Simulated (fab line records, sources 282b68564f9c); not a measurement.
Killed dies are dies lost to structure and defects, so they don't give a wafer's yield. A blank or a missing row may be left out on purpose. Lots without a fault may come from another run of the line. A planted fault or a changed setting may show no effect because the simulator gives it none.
fab line records | flow rit_cmos
record lots=5 wafers=15 last_day=6
route steps=202 shown NLDD@106 PLDD@114 SPACER@125 NSD@131 PSD@142
lots that met no fault: from a run of the same line without faults
start_h: hours from the record's first day to the start of the lot's first wafer shown | wait_h: hours since the lot's step before | " the same as in the row above | L1.1+2: a row that stands for several wafers | - no value, or no start given | * or withheld: withheld | < > ~ a bound
route shown NAME@n: a module of which the file shows steps, and the number in the route of the first | usual: mean/standard deviation of fault-free wafers | same: alike in all rows | chamber/n: place in a boat | sites: the reading at each site | _std_site: their standard deviation | _edge_site: outer sites' mean less inner sites' | radius_mm: how far each site lies from the wafer's centre | mask NAME#n: copy n | behind: the tool/chamber that last shaped the wafer | hold: why the lot was held/for how many hours/how that ended | device: the transistor (n, p or np) that didn't switch | end of line: the same wafers' tests at the end of the route | a step without rows: its recipe alone | killed: dies lost to structure and defects at the first sort, not the wafer's yield | map: a wafer's dies, x killed, . not, _ none there
set.NAME: the setting as run; set.NAME@STEP: as run at that earlier step | model.NAME: the simulator's own value behind a step, which no gauge read
lots at some steps of the route; a table a step, a row a wafer
services: from which hour (start_h, from the record's first day; less than 0 if before it) a tool's chamber was out of use, for how many hours, and why
## steps
# step RIT_NLDD_EXPOSE_03
# recipe mask_id=M7 na=0.57 target_cd_nm=40700 dose_mj=250
# same na=0.57
# columns lot.wafer tool chamber start_h wait_h mask
L075.1+5+6 iline_stepper-01 0 52.74 0.2 M7#0
L077.1+3+5 iline_stepper-02 0 62.43 0.2 M7#0
L083.2+5+6 iline_stepper-01 0 91.32 0.1 M7#0
L086.3+4+5 iline_stepper-01 0 103.00 0.1 M7#0
L088.1+3+5 iline_stepper-01 0 117.48 0.1 M7#0
# step RIT_NLDD_PEB_04
# recipe resist=NOVOLAK temp_c=withheld time_s=withheld
# columns lot.wafer tool chamber start_h wait_h
L075.1+5+6 litho_track-03 0 52.92 0.2
L077.1+3+5 litho_track-03 0 62.55 0.1
L083.2+5+6 litho_track-02 0 91.44 0.1
L086.3+4+5 litho_track-02 0 103.12 0.1
L088.1+3+5 litho_track-03 0 117.60 0.1
# step RIT_NLDD_DEVELOP_05
# recipe resist=NOVOLAK develop_time_s=50 dev_temp_c=23
# columns lot.wafer tool chamber start_h wait_h
L075.1+5+6 litho_track-03 0 - -
L077.1+3+5 litho_track-03 0 - -
L083.2+5+6 litho_track-02 0 - -
L086.3+4+5 litho_track-02 0 - -
L088.1+3+5 litho_track-03 0 - -
# step RIT_NLDD_OVL_MEAS_06
# usual NLDD_OVL=1.1/1.3
# columns lot.wafer tool chamber start_h wait_h NLDD_OVL[nm]
L075.1 overlay-02 - 53.21 - -2.3
L075.5 " - " " 0.9
L075.6 " - " " -1.2
L077.1 overlay-02 - 62.83 - 1.7
L077.3 " - " " 1.9
L077.5 " - " " 1.1
L083.2 overlay-02 - 91.71 - -0.3
L083.5 " - " " -1.4
L083.6 " - " " -1.6
L086.3 overlay-01 - 103.37 - -0.7
L086.4 " - " " 0.7
L086.5 " - " " -0.8
L088.1 overlay-01 - 117.88 - 2.0
L088.3 " - " " 0.4
L088.5 " - " " -1.3
# step RIT_NLDD_HARDBAKE_07
# recipe resist=NOVOLAK temp_c=140 time_s=60
# same time_s=60
# columns lot.wafer tool chamber start_h wait_h
L075.1+5+6 litho_track-02 0 53.24 0.0
L077.1+3+5 litho_track-02 0 62.87 0.0
L083.2+5+6 litho_track-03 0 91.76 0.0
L086.3+4+5 litho_track-04 0 103.44 0.1
L088.1+3+5 litho_track-04 0 117.92 0.0
# step RIT_NLDD_IMPLANT_08
# recipe species=P energy_kev=20 dose_cm2=5e+14 tilt_deg=7
# usual dose_ions_cm2=5e+14/5.5e+11
# columns lot.wafer tool chamber start_h wait_h dose_ions_cm2
L075.1 implanter-01 0 53.39 0.1 4.997e+14
L075.5 " 0 " " 5.002e+14
L075.6 " 0 " " 5.006e+14
L077.1 implanter-01 0 63.02 0.1 4.992e+14
L077.3 " 0 " " 4.992e+14
L077.5 " 0 " " 4.997e+14
L083.2 implanter-01 0 91.91 0.1 4.999e+14
L083.5 " 0 " " 4.998e+14
L083.6 " 0 " " 5.001e+14
L086.3 implanter-01 0 103.59 0.1 5.007e+14
L086.4 " 0 " " 5.003e+14
L086.5 " 0 " " 4.998e+14
L088.1 implanter-02 0 118.07 0.1 5.005e+14
L088.3 " 0 " " 4.999e+14
L088.5 " 0 " " 5.011e+14
# step RIT_NLDD_STRIP_09
# recipe chemistry=O2 time_s=180 resist=NOVOLAK platen_temp_c=withheld power_w=500 pressure_mtorr=4000 o2_flow_sccm=4000
# usual chamber_pressure_mTorr=4000/3.8 drypump_motor_current_A=5.6/0.5
# same time_s=180
# columns lot.wafer tool chamber start_h wait_h chamber_pressure_mTorr drypump_motor_current_A rf_hours_counter_h
L075.1 plasma_asher-02 1 53.54 0.1 4000 5.1 26
L075.5 " 0 " " 3999 6.5 -
L075.6 " 1 " " 4005 5.1 -
L077.1 plasma_asher-03 1 63.17 0.1 3999 5.7 42
L077.3 " 1 " " 3996 5.7 -
L077.5 " 1 " " 4003 5.7 -
L083.2 plasma_asher-02 1 92.04 0.1 4002 5.1 31
L083.5 " 1 " " 3998 5.1 -
L083.6 " 0 " " 4000 6.5 -
L086.3 plasma_asher-03 0 103.75 0.1 3998 6.0 -
L086.4 " 1 " " 3994 5.7 -
L086.5 " 0 " " 4002 6.0 -
L088.1 plasma_asher-03 1 118.22 0.1 3994 5.6 48
L088.3 " 0 " " 4002 6.0 -
L088.5 " 1 " " 4000 5.7 -
# step RIT_NLDD_TW_MEAS_10
# usual NLDD_TW=2488/18
# columns lot.wafer tool chamber start_h wait_h NLDD_TW
L075.1 film_metro-03 - 53.72 0.1 2498
L075.5 " - " " 2495
L075.6 " - " " 2497
L077.1 film_metro-01 - 63.34 0.1 2477
L077.3 " - " " 2483
L077.5 " - " " 2471
L083.2 film_metro-01 - 92.22 0.1 2457
L083.5 " - " " 2467
L083.6 " - " " 2453
L086.3 film_metro-03 - 103.89 0.1 2495
L086.4 " - " " 2500
L086.5 " - " " 2492
L088.1 film_metro-01 - 118.39 0.1 2455
L088.3 " - " " 2461
L088.5 " - " " 2464
# step RIT_PLDD_HMDS_00
# recipe prime_time_s=60 prime_temp_c=140
# columns lot.wafer tool chamber start_h wait_h
L075.1+5+6 litho_track-01 0 53.78 0.1
L077.1+3+5 litho_track-02 0 63.40 0.1
L083.2+5+6 litho_track-04 0 92.30 0.1
L086.3+4+5 litho_track-04 0 103.98 0.1
L088.1+3+5 litho_track-01 0 118.45 0.1
# step RIT_PLDD_COAT_01
# recipe resist=NOVOLAK spin_rpm=3250 resist_thk_nm=1000
# columns lot.wafer tool chamber start_h wait_h
L075.1+5+6 litho_track-01 0 53.93 0.1
L077.1+3+5 litho_track-02 0 63.55 0.1
L083.2+5+6 litho_track-04 0 92.45 0.1
L086.3+4+5 litho_track-04 0 104.13 0.1
L088.1+3+5 litho_track-01 0 118.60 0.1
# step RIT_PLDD_SOFTBAKE_02
# recipe resist=NOVOLAK temp_c=90 time_s=60
# same time_s=60
# columns lot.wafer tool chamber start_h wait_h
L075.1+5+6 litho_track-01 0 54.08 0.1
L077.1+3+5 litho_track-02 0 63.70 0.1
L083.2+5+6 litho_track-04 0 92.60 0.1
L086.3+4+5 litho_track-04 0 104.28 0.1
L088.1+3+5 litho_track-01 0 118.75 0.1
# step RIT_PLDD_EXPOSE_03
# recipe mask_id=M8 na=0.57 target_cd_nm=40900 dose_mj=250
# same na=0.57
# columns lot.wafer tool chamber start_h wait_h mask
L075.1+5+6 iline_stepper-01 0 54.35 0.2 M8#0
L077.1+3+5 iline_stepper-01 0 63.98 0.2 M8#0
L083.2+5+6 iline_stepper-02 0 92.74 0.1 M8#0
L086.3+4+5 iline_stepper-02 0 104.42 0.1 M8#0
L088.1+3+5 iline_stepper-02 0 119.03 0.2 M8#0
# step RIT_PLDD_PEB_04
# recipe resist=NOVOLAK temp_c=withheld time_s=withheld
# columns lot.wafer tool chamber start_h wait_h
L075.1+5+6 litho_track-02 0 54.50 0.1
L077.1+3+5 litho_track-04 0 64.22 0.2
L083.2+5+6 litho_track-04 0 92.87 0.1
L086.3+4+5 litho_track-04 0 104.55 0.1
L088.1+3+5 litho_track-01 0 119.14 0.1
# step RIT_PLDD_DEVELOP_05
# recipe resist=NOVOLAK develop_time_s=50 dev_temp_c=23
# columns lot.wafer tool chamber start_h wait_h
L075.1+5+6 litho_track-02 0 - -
L077.1+3+5 litho_track-04 0 - -
L083.2+5+6 litho_track-04 0 - -
L086.3+4+5 litho_track-04 0 - -
L088.1+3+5 litho_track-01 0 - -
# step RIT_PLDD_OVL_MEAS_06
# usual PLDD_OVL=0.8/1.4
# columns lot.wafer tool chamber start_h wait_h PLDD_OVL[nm]
L075.1 overlay-01 - 54.78 - -0.6
L075.5 " - " " 0.7
L075.6 " - " " -2.0
L077.1 overlay-01 - 64.50 - 1.6
L077.3 " - " " 0.8
L077.5 " - " " -1.0
L083.2 overlay-02 - 93.13 - 0.5
L083.5 " - " " 0.7
L083.6 " - " " -0.1
L086.3 overlay-02 - 104.79 - -0.2
L086.4 " - " " 1.0
L086.5 " - " " -0.6
L088.1 overlay-02 - 119.43 - 0.9
L088.3 " - " " 2.7
L088.5 " - " " 1.6
# step RIT_PLDD_HARDBAKE_07
# recipe resist=NOVOLAK temp_c=140 time_s=60
# same time_s=60
# columns lot.wafer tool chamber start_h wait_h
L075.1+5+6 litho_track-04 0 54.82 0.0
L077.1+3+5 litho_track-01 0 64.54 0.0
L083.2+5+6 litho_track-01 0 93.18 0.0
L086.3+4+5 litho_track-01 0 104.86 0.1
L088.1+3+5 litho_track-02 0 119.46 0.0
# step RIT_PLDD_IMPLANT_08
# recipe species=BF2 energy_kev=20 dose_cm2=9.064e+14 tilt_deg=7
# usual dose_ions_cm2=9.062e+14/1e+12
# columns lot.wafer tool chamber start_h wait_h dose_ions_cm2
L075.1 implanter-02 0 54.97 0.1 9.063e+14
L075.5 " 0 " " 9.065e+14
L075.6 " 0 " " 9.051e+14
L077.1 implanter-02 0 64.69 0.1 9.064e+14
L077.3 " 0 " " 9.08e+14
L077.5 " 0 " " 9.077e+14
L083.2 implanter-03 0 93.33 0.1 9.072e+14
L083.5 " 0 " " 9.061e+14
L083.6 " 0 " " 9.063e+14
L086.3 implanter-02 0 105.01 0.1 9.057e+14
L086.4 " 0 " " 9.051e+14
L086.5 " 0 " " 9.055e+14
L088.1 implanter-02 0 119.61 0.1 9.065e+14
L088.3 " 0 " " 9.067e+14
L088.5 " 0 " " 9.071e+14
# step RIT_PLDD_STRIP_09
# recipe chemistry=O2 time_s=180 resist=NOVOLAK platen_temp_c=withheld power_w=500 pressure_mtorr=4000 o2_flow_sccm=4000
# usual chamber_pressure_mTorr=4000/3.9 drypump_motor_current_A=5.8/0.61
# same time_s=180
# columns lot.wafer tool chamber start_h wait_h chamber_pressure_mTorr drypump_motor_current_A rf_hours_counter_h
L075.1 plasma_asher-04 1 55.12 0.1 4000 6.4 41
L075.5 " 1 " " 3997 6.4 -
L075.6 " 0 " " 4001 5.8 -
L077.1 plasma_asher-02 1 64.84 0.1 3996 5.1 27
L077.3 " 0 " " 4001 6.5 -
L077.5 " 0 " " 3999 6.5 -
L083.2 plasma_asher-04 1 93.46 0.1 3987 6.4 45
L083.5 " 1 " " 4001 6.4 -
L083.6 " 0 " " 3995 5.8 -
L086.3 plasma_asher-02 0 105.17 0.1 3997 6.5 -
L086.4 " 1 " " 4003 5.1 -
L086.5 " 1 " " 3999 5.1 -
L088.1 plasma_asher-01 0 119.76 0.1 3998 5.1 47
L088.3 " 1 " " 4005 5.2 -
L088.5 " 0 " " 4007 5.1 -
# step RIT_PLDD_TW_MEAS_10
# usual PLDD_TW=2352/20
# columns lot.wafer tool chamber start_h wait_h PLDD_TW
L075.1 film_metro-02 - 55.29 0.1 2371
L075.5 " - " " 2355
L075.6 " - " " 2361
L077.1 film_metro-02 - 65.01 0.1 2372
L077.3 " - " " 2363
L077.5 " - " " 2359
L083.2 film_metro-03 - 93.64 0.1 2330
L083.5 " - " " 2327
L083.6 " - " " 2337
L086.3 film_metro-01 - 105.31 0.1 2323
L086.4 " - " " 2318
L086.5 " - " " 2320
L088.1 film_metro-01 - 119.94 0.1 2327
L088.3 " - " " 2334
L088.5 " - " " 2314
# step RIT_SPACER_CLEAN_00
# recipe chemistry=SC1 mix=3:3:50 time_s=600 temp_c=75
# same time_s=600
# columns lot.wafer tool chamber start_h wait_h
L075.1+5+6 wet_bench-01 3 55.35 0.1
L077.1+3+5 wet_bench-04 3 65.07 0.1
L083.2+5+6 wet_bench-01 3 93.69 0.0
L086.3+4+5 wet_bench-04 0 105.35 0.0
L088.1+3+5 wet_bench-04 0 120.00 0.1
# step RIT_SPACER_CLEAN_01
# recipe chemistry=dHF dilution=50:1 time_s=30
# same time_s=30
# columns lot.wafer tool chamber start_h wait_h
L075.1+5+6 wet_bench-03 0 55.53 0.0
L077.1+3+5 wet_bench-03 1 65.25 0.0
L083.2+5+6 wet_bench-03 0 93.90 0.0
L086.3+4+5 wet_bench-01 3 105.52 0.0
L088.1+3+5 wet_bench-03 3 120.17 0.0
# step RIT_SPACER_CLEAN_02
# recipe chemistry=SC2 mix=3:3:50 time_s=600 temp_c=75 dry=n2_spin
# same time_s=600
# columns lot.wafer tool chamber start_h wait_h
L075.1+5+6 wet_bench-01 2 55.54 0.0
L077.1+3+5 wet_bench-01 0 65.26 0.0
L083.2+5+6 wet_bench-04 0 93.92 0.0
L086.3+4+5 wet_bench-03 3 105.54 0.0
L088.1+3+5 wet_bench-01 3 120.19 0.0
# step RIT_SPACER_CVD_03
# recipe material=Si3N4 target_thk_nm=250 temp_c=810 precursor=SiH2Cl2/NH3 time_s=3300 pressure_mtorr=300 sih2cl2_flow_sccm=60 nh3_flow_sccm=150
# usual zone_power_load_pct=20/3.4
# same time_s=3300
# columns lot.wafer tool chamber start_h wait_h zone_power_load_pct
L075.1 lpcvd-01 0 57.13 1.4 24
L075.5 " 0 " " 24
L075.6 " 0 " " 24
L077.1 lpcvd-02 1 66.16 0.7 22
L077.3 " 1 " " 22
L077.5 " 1 " " 21
L083.2 lpcvd-02 1 94.18 0.1 21
L083.5 " 1 " " 22
L083.6 " 1 " " 22
L086.3 lpcvd-01 1 105.72 0.0 15
L086.4 " 1 " " 15
L086.5 " 1 " " 15
L088.1 lpcvd-02 0 120.38 0.0 19
L088.3 " 0 " " 19
L088.5 " 0 " " 20
# step RIT_SPACER_THK_MEAS_04
# recipe reads=Si3N4_of_SPACER_CVD_03
# usual SPACER_NITRIDE_THK=250.3/2.8
# columns lot.wafer tool chamber start_h wait_h SPACER_NITRIDE_THK[nm]
L075.1 film_metro-02 - 59.05 0.0 247.2
L075.5 " - " " 246.0
L075.6 " - " " 246.6
L077.1 film_metro-04 - 69.04 0.0 246.9
L077.3 " - " " 247.5
L077.5 " - " " 250.0
L083.2 film_metro-02 - 96.10 0.0 247.6
L083.5 " - " " 249.2
L083.6 " - " " 247.3
L086.3 film_metro-04 - 107.65 0.0 250.3
L086.4 " - " " 249.8
L086.5 " - " " 247.4
L088.1 film_metro-02 - 122.30 0.0 248.0
L088.3 " - " " 248.3
L088.5 " - " " 249.3
# step RIT_SPACER_ETCHBACK_05
# recipe target_depth_a=2500 SF6_flow_sccm=30 CHF3_flow_sccm=30 target=Si3N4 chemistry=SF6/CHF3 pressure_mtorr=40 rf_w=250 time_s=240 stop_on=SiO2
# usual CHF3_flow_sccm=29.99/0.087 chamber_pressure_mTorr=40.00/0.034 drypump_motor_current_A=5.68/0.29 oes_product_au=0.847/0.014 throttle_valve_pct=10.30/0.23
# same time_s=240
# columns lot.wafer tool chamber start_h wait_h CHF3_flow_sccm chamber_pressure_mTorr drypump_motor_current_A oes_product_au rf_hours_counter_h throttle_valve_pct
L075.1 rie_diel-04 1 59.11 0.1 29.91 39.99 6.08 0.840 43 10.65
L075.5 " 1 " " 29.89 40.00 6.08 0.839 - 10.64
L075.6 " 2 " " 30.05 39.98 6.02 0.830 - 9.99
L077.1 rie_diel-01 3 69.10 0.1 29.93 39.94 5.39 0.829 8 10.33
L077.3 " 0 " " 29.98 39.99 5.23 0.872 4 10.11
L077.5 " 1 " " 30.03 40.03 5.57 0.830 - 10.51
L083.2 rie_diel-01 0 96.15 0.0 29.97 40.00 5.26 0.863 5 10.11
L083.5 " 2 " " 30.04 40.01 5.83 0.827 - 10.31
L083.6 " 3 " " 29.96 39.94 5.39 0.830 - 10.32
L086.3 rie_diel-04 0 107.69 0.0 29.98 39.96 5.76 0.847 48 10.61
L086.4 " 2 " " 29.91 39.98 6.04 0.840 92 10.00
L086.5 " 2 " " 30.07 39.90 6.01 0.833 - 9.99
L088.1 rie_diel-04 3 122.36 0.1 30.02 40.01 5.30 0.836 43 10.01
L088.3 " 2 " " 29.91 39.93 6.03 0.836 92 9.98
L088.5 " 1 " " 30.00 39.92 6.05 0.861 - 10.65
# step RIT_NSD_HMDS_00
# recipe prime_time_s=60 prime_temp_c=140
# columns lot.wafer tool chamber start_h wait_h
L075.1+5+6 litho_track-04 0 59.26 0.1
L077.1+3+5 litho_track-04 0 69.29 0.1
L083.2+5+6 litho_track-03 0 96.36 0.1
L086.3+4+5 litho_track-03 0 107.89 0.1
L088.1+3+5 litho_track-03 0 122.51 0.1
# step RIT_NSD_COAT_01
# recipe resist=NOVOLAK spin_rpm=3250 resist_thk_nm=1000
# columns lot.wafer tool chamber start_h wait_h
L075.1+5+6 litho_track-04 0 59.41 0.1
L077.1+3+5 litho_track-04 0 69.44 0.1
L083.2+5+6 litho_track-03 0 96.51 0.1
L086.3+4+5 litho_track-03 0 108.04 0.1
L088.1+3+5 litho_track-03 0 122.66 0.1
# step RIT_NSD_SOFTBAKE_02
# recipe resist=NOVOLAK temp_c=90 time_s=59.14
# same time_s=59.14
# columns lot.wafer tool chamber start_h wait_h
L075.1+5+6 litho_track-04 0 59.56 0.1
L077.1+3+5 litho_track-04 0 69.59 0.1
L083.2+5+6 litho_track-03 0 96.66 0.1
L086.3+4+5 litho_track-03 0 108.19 0.1
L088.1+3+5 litho_track-03 0 122.81 0.1
# step RIT_NSD_EXPOSE_03
# recipe mask_id=M9 na=0.57 target_cd_nm=40700 dose_mj=250
# same na=0.57
# columns lot.wafer tool chamber start_h wait_h mask
L075.1+5+6 iline_stepper-02 0 59.71 0.1 M9#0
L077.1+3+5 iline_stepper-02 0 69.86 0.3 M9#0
L083.2+5+6 iline_stepper-02 0 96.80 0.1 M9#0
L086.3+4+5 iline_stepper-01 0 108.44 0.2 M9#0
L088.1+3+5 iline_stepper-01 0 123.08 0.3 M9#0
# step RIT_NSD_PEB_04
# recipe resist=NOVOLAK temp_c=withheld time_s=withheld
# columns lot.wafer tool chamber start_h wait_h
L075.1+5+6 litho_track-03 0 59.83 0.1
L077.1+3+5 litho_track-04 0 69.98 0.1
L083.2+5+6 litho_track-03 0 96.93 0.1
L086.3+4+5 litho_track-01 0 108.57 0.1
L088.1+3+5 litho_track-04 0 123.20 0.1
# step RIT_NSD_DEVELOP_05
# recipe resist=NOVOLAK develop_time_s=50 dev_temp_c=23
# columns lot.wafer tool chamber start_h wait_h
L075.1+5+6 litho_track-03 0 - -
L077.1+3+5 litho_track-04 0 - -
L083.2+5+6 litho_track-03 0 - -
L086.3+4+5 litho_track-01 0 - -
L088.1+3+5 litho_track-04 0 - -
# step RIT_NSD_OVL_MEAS_06
# usual NSD_OVL=0.6/1.4
# columns lot.wafer tool chamber start_h wait_h NSD_OVL[nm]
L075.1 overlay-01 - 60.11 - 0.9
L075.5 " - " " 0.1
L075.6 " - " " -0.2
L077.1 overlay-01 - 70.26 - -1.4
L077.3 " - " " -0.1
L077.5 " - " " 0.0
L083.2 overlay-02 - 97.19 - 1.6
L083.5 " - " " 1.6
L083.6 " - " " -0.9
L086.3 overlay-01 - 108.81 - 1.1
L086.4 " - " " -0.7
L086.5 " - " " -0.9
L088.1 overlay-02 - 123.48 - 0.9
L088.3 " - " " -0.2
L088.5 " - " " 1.3
# step RIT_NSD_HARDBAKE_07
# recipe resist=NOVOLAK temp_c=140 time_s=60
# same time_s=60
# columns lot.wafer tool chamber start_h wait_h
L075.1+5+6 litho_track-03 0 60.15 0.0
L077.1+3+5 litho_track-03 0 70.30 0.0
L083.2+5+6 litho_track-04 0 97.25 0.1
L086.3+4+5 litho_track-03 0 109.16 0.3
L088.1+3+5 litho_track-03 0 123.52 0.0
# step RIT_NSD_IMPLANT_08
# recipe species=P energy_kev=25 dose_cm2=1e+15 tilt_deg=7
# usual dose_ions_cm2=1.0001e+15/1.1e+12
# columns lot.wafer tool chamber start_h wait_h dose_ions_cm2
L075.1 implanter-03 0 60.30 0.1 9.992e+14
L075.5 " 0 " " 1.0007e+15
L075.6 " 0 " " 9.996e+14
L077.1 implanter-01 0 70.45 0.1 9.994e+14
L077.3 " 0 " " 1.0006e+15
L077.5 " 0 " " 1.0001e+15
L083.2 implanter-01 0 97.40 0.1 9.995e+14
L083.5 " 0 " " 9.998e+14
L083.6 " 0 " " 1.0001e+15
L086.3 implanter-03 0 109.31 0.1 9.996e+14
L086.4 " 0 " " 9.979e+14
L086.5 " 0 " " 1.0008e+15
L088.1 implanter-03 0 123.67 0.1 9.999e+14
L088.3 " 0 " " 9.999e+14
L088.5 " 0 " " 1.0009e+15
# step RIT_NSD_STRIP_09
# recipe chemistry=O2 time_s=180 resist=NOVOLAK platen_temp_c=withheld power_w=500 pressure_mtorr=4000 o2_flow_sccm=4000
# usual chamber_pressure_mTorr=4000/3.5 drypump_motor_current_A=5.7/0.4
# same time_s=180
# columns lot.wafer tool chamber start_h wait_h chamber_pressure_mTorr drypump_motor_current_A rf_hours_counter_h
L075.1 plasma_asher-03 1 60.45 0.1 3997 5.7 41
L075.5 " 1 " " 4002 5.7 -
L075.6 " 0 " " 4003 6.0 -
L077.1 plasma_asher-01 1 70.60 0.1 3999 5.2 42
L077.3 " 0 " " 4005 5.1 -
L077.5 " 1 " " 3998 5.2 -
L083.2 plasma_asher-03 0 97.53 0.1 3994 6.0 45
L083.5 " 0 " " 3999 6.1 -
L083.6 " 1 " " 3993 5.7 -
L086.3 plasma_asher-03 1 109.47 0.1 3997 5.7 -
L086.4 " 0 " " 4005 6.1 -
L086.5 " 0 " " 3999 6.0 -
L088.1 plasma_asher-03 0 123.82 0.1 3995 6.1 49
L088.3 " 1 " " 4003 5.7 -
L088.5 " 0 " " 4003 6.1 -
# step RIT_NSD_TW_MEAS_10
# usual NSD_TW=3122/28
# columns lot.wafer tool chamber start_h wait_h NSD_TW
L075.1 film_metro-01 - 60.62 0.1 3093
L075.5 " - " " 3099
L075.6 " - " " 3109
L077.1 film_metro-03 - 70.77 0.1 3139
L077.3 " - " " 3117
L077.5 " - " " 3127
L083.2 film_metro-01 - 97.71 0.1 3096
L083.5 " - " " 3081
L083.6 " - " " 3095
L086.3 film_metro-02 - 109.60 0.1 3157
L086.4 " - " " 3148
L086.5 " - " " 3135
L088.1 film_metro-03 - 123.99 0.1 3107
L088.3 " - " " 3117
L088.5 " - " " 3113
# step RIT_PSD_HMDS_00
# recipe prime_time_s=60 prime_temp_c=140
# columns lot.wafer tool chamber start_h wait_h
L075.1+5+6 litho_track-03 0 60.68 0.1
L077.1+3+5 litho_track-03 0 70.83 0.1
L083.2+5+6 litho_track-02 0 97.79 0.1
L086.3+4+5 litho_track-03 0 109.92 0.3
L088.1+3+5 litho_track-03 0 124.05 0.1
# step RIT_PSD_COAT_01
# recipe resist=NOVOLAK spin_rpm=3250 resist_thk_nm=1000
# columns lot.wafer tool chamber start_h wait_h
L075.1+5+6 litho_track-03 0 60.83 0.1
L077.1+3+5 litho_track-03 0 70.98 0.1
L083.2+5+6 litho_track-02 0 97.94 0.1
L086.3+4+5 litho_track-03 0 110.07 0.1
L088.1+3+5 litho_track-03 0 124.20 0.1
# step RIT_PSD_SOFTBAKE_02
# recipe resist=NOVOLAK temp_c=90 time_s=60
# same time_s=60
# columns lot.wafer tool chamber start_h wait_h
L075.1+5+6 litho_track-03 0 60.98 0.1
L077.1+3+5 litho_track-03 0 71.13 0.1
L083.2+5+6 litho_track-02 0 98.09 0.1
L086.3+4+5 litho_track-03 0 110.22 0.1
L088.1+3+5 litho_track-03 0 124.35 0.1
# step RIT_PSD_EXPOSE_03
# recipe mask_id=M10 na=0.57 target_cd_nm=40900 dose_mj=250
# same na=0.57
# columns lot.wafer tool chamber start_h wait_h mask
L075.1+5+6 iline_stepper-01 0 61.26 0.2 M10#0
L077.1+3+5 iline_stepper-01 0 71.41 0.2 M10#0
L083.2+5+6 iline_stepper-01 0 98.36 0.2 M10#0
L086.3+4+5 iline_stepper-01 0 110.36 0.1 M10#0
L088.1+3+5 iline_stepper-02 0 124.63 0.2 M10#0
# step RIT_PSD_PEB_04
# recipe resist=NOVOLAK temp_c=withheld time_s=withheld
# columns lot.wafer tool chamber start_h wait_h
L075.1+5+6 litho_track-02 0 61.37 0.1
L077.1+3+5 litho_track-03 0 71.52 0.1
L083.2+5+6 litho_track-01 0 98.48 0.1
L086.3+4+5 litho_track-02 0 110.48 0.1
L088.1+3+5 litho_track-02 0 124.77 0.1
# step RIT_PSD_DEVELOP_05
# recipe resist=NOVOLAK develop_time_s=50 dev_temp_c=23
# columns lot.wafer tool chamber start_h wait_h
L075.1+5+6 litho_track-02 0 - -
L077.1+3+5 litho_track-03 0 - -
L083.2+5+6 litho_track-01 0 - -
L086.3+4+5 litho_track-02 0 - -
L088.1+3+5 litho_track-02 0 - -
# step RIT_PSD_OVL_MEAS_06
# usual PSD_OVL=0.4/1.5
# columns lot.wafer tool chamber start_h wait_h PSD_OVL[nm]
L075.1 overlay-01 - 61.66 - 2.1
L075.5 " - " " 0.4
L075.6 " - " " -0.5
L077.1 overlay-02 - 71.81 - 0.2
L077.3 " - " " -0.5
L077.5 " - " " -1.1
L083.2 overlay-02 - 98.74 - 0.9
L083.5 " - " " -1.1
L083.6 " - " " 0.5
L086.3 overlay-01 - 110.73 - -0.1
L086.4 " - " " -0.8
L086.5 " - " " -2.0
L088.1 overlay-01 - 125.06 - 0.4
L088.3 " - " " 0.1
L088.5 " - " " 3.3
# step RIT_PSD_HARDBAKE_07
# recipe resist=NOVOLAK temp_c=140 time_s=60
# same time_s=60
# columns lot.wafer tool chamber start_h wait_h
L075.1+5+6 litho_track-02 0 61.69 0.0
L077.1+3+5 litho_track-02 0 71.84 0.0
L083.2+5+6 litho_track-02 0 98.80 0.0
L086.3+4+5 litho_track-03 0 110.80 0.1
L088.1+3+5 litho_track-03 0 125.09 0.0
# step RIT_PSD_IMPLANT_08
# recipe species=BF2 energy_kev=27 dose_cm2=5e+15 tilt_deg=7
# usual dose_ions_cm2=5e+15/5.9e+12
# columns lot.wafer tool chamber start_h wait_h dose_ions_cm2
L075.1 implanter-02 0 61.84 0.1 5.001e+15
L075.5 " 0 " " 5.017e+15
L075.6 " 0 " " 5.006e+15
L077.1 implanter-04 0 71.99 0.1 5.005e+15
L077.3 " 0 " " 5.004e+15
L077.5 " 0 " " 5.01e+15
L083.2 implanter-01 0 98.95 0.1 4.994e+15
L083.5 " 0 " " 4.995e+15
L083.6 " 0 " " 4.998e+15
L086.3 implanter-02 0 110.95 0.1 4.992e+15
L086.4 " 0 " " 4.994e+15
L086.5 " 0 " " 4.997e+15
L088.1 implanter-02 0 125.24 0.1 5.005e+15
L088.3 " 0 " " 4.995e+15
L088.5 " 0 " " 4.994e+15
# step RIT_PSD_STRIP_09
# recipe chemistry=O2 time_s=180 resist=NOVOLAK platen_temp_c=withheld power_w=500 pressure_mtorr=4000 o2_flow_sccm=4000
# usual chamber_pressure_mTorr=4000/4 drypump_motor_current_A=5.9/0.49
# same time_s=180
# columns lot.wafer tool chamber start_h wait_h chamber_pressure_mTorr drypump_motor_current_A rf_hours_counter_h
L075.1 plasma_asher-02 1 61.99 0.1 3992 5.1 27
L075.5 " 0 " " 4005 6.5 -
L075.6 " 1 " " 4001 5.1 -
L077.1 plasma_asher-02 0 72.14 0.1 4003 6.5 28
L077.3 " 0 " " 4001 6.5 -
L077.5 " 1 " " 4001 5.1 -
L083.2 plasma_asher-02 1 99.07 0.1 3999 5.1 31
L083.5 " 1 " " 4001 5.1 -
L083.6 " 0 " " 4001 6.5 -
L086.3 plasma_asher-03 1 111.11 0.1 4004 5.7 -
L086.4 " 0 " " 3995 6.0 -
L086.5 " 0 " " 3999 6.1 -
L088.1 plasma_asher-04 1 125.39 0.1 3999 6.5 1
L088.3 " 1 " " 3998 6.4 -
L088.5 " 0 " " 3986 5.8 -
# step RIT_PSD_TW_MEAS_10
# usual PSD_TW=3432/35
# columns lot.wafer tool chamber start_h wait_h PSD_TW
L075.1 film_metro-02 - 62.17 0.1 3450
L075.5 " - " " 3470
L075.6 " - " " 3452
L077.1 film_metro-03 - 72.32 0.1 3418
L077.3 " - " " 3423
L077.5 " - " " 3404
L083.2 film_metro-02 - 99.26 0.1 3449
L083.5 " - " " 3446
L083.6 " - " " 3462
L086.3 film_metro-02 - 111.25 0.1 3468
L086.4 " - " " 3457
L086.5 " - " " 3459
L088.1 film_metro-01 - 125.57 0.1 3407
L088.3 " - " " 3409
L088.5 " - " " 3419
## services
# columns tool chamber start_h hours kind
rie_diel-04 - 29.57 4.0 repair
implanter-02 - 38.81 0.6 repair
implanter-02 - 51.31 1.7 repair
lpcvd-02 - 51.56 14.6 pm
implanter-03 - 53.99 5.0 repair
implanter-02 - 57.66 3.1 repair
implanter-01 - 66.37 3.4 repair
plasma_asher-01 - 74.82 4.1 repair
rie_diel-04 - 92.32 0.2 repair
implanter-04 - 93.65 2.1 repair
iline_stepper-02 - 106.63 9.2 repair
plasma_asher-04 - 108.75 9.0 pm
plasma_asher-04 0 108.75 9.0 vent_cycle
plasma_asher-04 1 108.75 9.0 vent_cycle
implanter-04 - 110.63 26.5 pm
plasma_asher-02 - 114.45 7.6 repair
iline_stepper-01 0 116.15 - calibration
plasma_asher-04 0 117.75 - clean
plasma_asher-04 1 117.75 - clean
## key
fault none
